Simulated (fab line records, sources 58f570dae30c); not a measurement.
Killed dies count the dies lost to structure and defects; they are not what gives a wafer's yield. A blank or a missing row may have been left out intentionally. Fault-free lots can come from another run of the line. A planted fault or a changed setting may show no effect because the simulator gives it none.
A lot that was struck, set against a sound lot	flow berkeley cmos170	27 out of 331 route steps
Sound: wafers L493.4, L493.5, L493.6. Wafers struck: L484.1, L484.3, L484.5. The cause comes at the end.
Per side, at each step with rows, come the tool, then ch with its chambers, and then its first start. Under that, the readings that differ: sound wafers	struck wafers	difference of the means	sigmas: that difference in standard deviations of wafers without a fault.
alike: readings whose means differ by less than 2 such deviations, and words and numbers that are the same on both sides. not compared: withheld readings, readings that some wafer has no value for, bounds like >300 that may hide the same value, and numbers for which the record gives no deviation and whose values overlap.
The two part at a step that has a row with sigmas, a row that says differs or no value, or rows on one side only. Numbers that have no deviation but don't overlap get no sigmas and don't part them. Lack of a reading on every wafer of one side parts them only where that side has two or more wafers.

UCB170_SPACER_THK_MEAS_01:
  sound: film metro-01 at day 10 08:58; struck: film metro-04 at day 8 08:29
  alike: SPACER_TEOS_THK
then, 1 step without rows for these wafers: UCB170_SPACER_ANNEAL_02 (time 1800 s).
UCB170_SPACER_ETCHBACK_03: etches SiO2 in CHF3/CF4/Ar, stops on Si, target depth 376 nm, time 100 s.
  sound on rie diel-02 ch 0,1,2, day 10 11:56; struck on rie diel-01 ch 0,1,3, day 8 11:47
  alike: drypump motor current A, oes product au, throttle valve pct
  not compared: rf hours counter h
then, 6 steps without rows for these wafers: UCB170_PSD_HMDS_00 (prime time 60 s); UCB170_PSD_COAT_01 (resist thk 900 nm); UCB170_PSD_SOFTBAKE_02 (time 60 s); UCB170_PSD_EXPOSE_03 (exposes mask PSELECT MOD, target cd 1200 nm); UCB170_PSD_PEB_04; UCB170_PSD_DEVELOP_05 (develop time 45 s).
UCB170_PSD_CD_MEAS_06 targets a cd of 1200 nm.
  sound: cd sem-02 at day 10 13:13; struck: cd sem-01 at day 8 13:29
  alike: cd nm
UCB170_PSD_OVL_MEAS_07:
  sound: overlay-01 at day 10 13:18; struck: overlay-01 at day 8 13:36
  alike: PSD_OVL
after that, 1 step had no rows for these wafers: UCB170_PSD_IMPLANT_08.
UCB170_PSD_STRIP_09: strips in O2.
  sound on plasma asher-01 ch 0,1, day 10 13:30; struck on plasma asher-03 ch 0,1, day 8 13:47
  no value came back on the struck wafers for chamber pressure mTorr (mTorr), drypump motor current A (A), oes product au (a.u.), strip time to endpoint s (s); on the sound wafers chamber pressure mTorr (mTorr) reads 3499.8 3502.0 3500.8
reading	sound	struck	difference	sigmas
model.KrF_of_PSD_COAT_01.thk nm (nm)	0 0 0	885.9 885.8 888.4	+886.7	
  not compared: rf hours counter h
UCB170_PSD_TW_MEAS_10:
  sound: film metro-03 at day 10 13:36; struck: film metro-03 at day 8 13:53
  alike: PSD_TW
then, 7 steps without rows for these wafers: UCB170_PSD_CLEAN_11 (cleans in SPM, time 600 s); UCB170_NSD_HMDS_00 (prime time 60 s); UCB170_NSD_COAT_01 (resist thk 900 nm); UCB170_NSD_SOFTBAKE_02 (time 60 s); UCB170_NSD_EXPOSE_03 (exposes mask NSELECT MOD, target cd 1200 nm); UCB170_NSD_PEB_04; UCB170_NSD_DEVELOP_05 (develop time 45 s).
UCB170_NSD_CD_MEAS_06 targets a cd of 1200 nm.
  sound: cd sem-01 at day 10 15:43; struck: cd sem-02 at day 8 15:08
  alike: cd nm
UCB170_NSD_OVL_MEAS_07:
  sound: overlay-01 at day 10 15:48; struck: overlay-01 at day 8 15:16
  alike: NSD_OVL
after that, 1 step had no rows for these wafers: UCB170_NSD_IMPLANT_08.
UCB170_NSD_STRIP_09: strips in O2.
  sound on plasma asher-01 ch 0,1, day 10 16:00; struck on plasma asher-02 ch 0,1, day 8 15:27
reading	sound	struck	difference	sigmas
oes product au (a.u.)	0.535 0.537 0.532	0.622 0.623 0.623	+0.088	+19
strip time to endpoint s (s)	35.92 35.89 35.97	61.99 62.10 62.11	+26.14	+99 or more
  alike: chamber pressure mTorr, drypump motor current A
  not compared: rf hours counter h
UCB170_NSD_TW_MEAS_10:
  sound: film metro-02 at day 10 16:05; struck: film metro-03 at day 8 15:47
reading	sound	struck	difference	sigmas
NSD_TW	4172 4161 4163	30 30 30	-4135	-99 or more
  not compared: hold
UCB170_M3_PROBE_99:
  sound wafers here have rows in the record (prober-02, day 12 00:41); struck ones have none

WHERE THEY PART
Earliest at UCB170_PSD_STRIP_09; latest, in this record, at UCB170_M3_PROBE_99.

WHY: whatever the simulator had introduced
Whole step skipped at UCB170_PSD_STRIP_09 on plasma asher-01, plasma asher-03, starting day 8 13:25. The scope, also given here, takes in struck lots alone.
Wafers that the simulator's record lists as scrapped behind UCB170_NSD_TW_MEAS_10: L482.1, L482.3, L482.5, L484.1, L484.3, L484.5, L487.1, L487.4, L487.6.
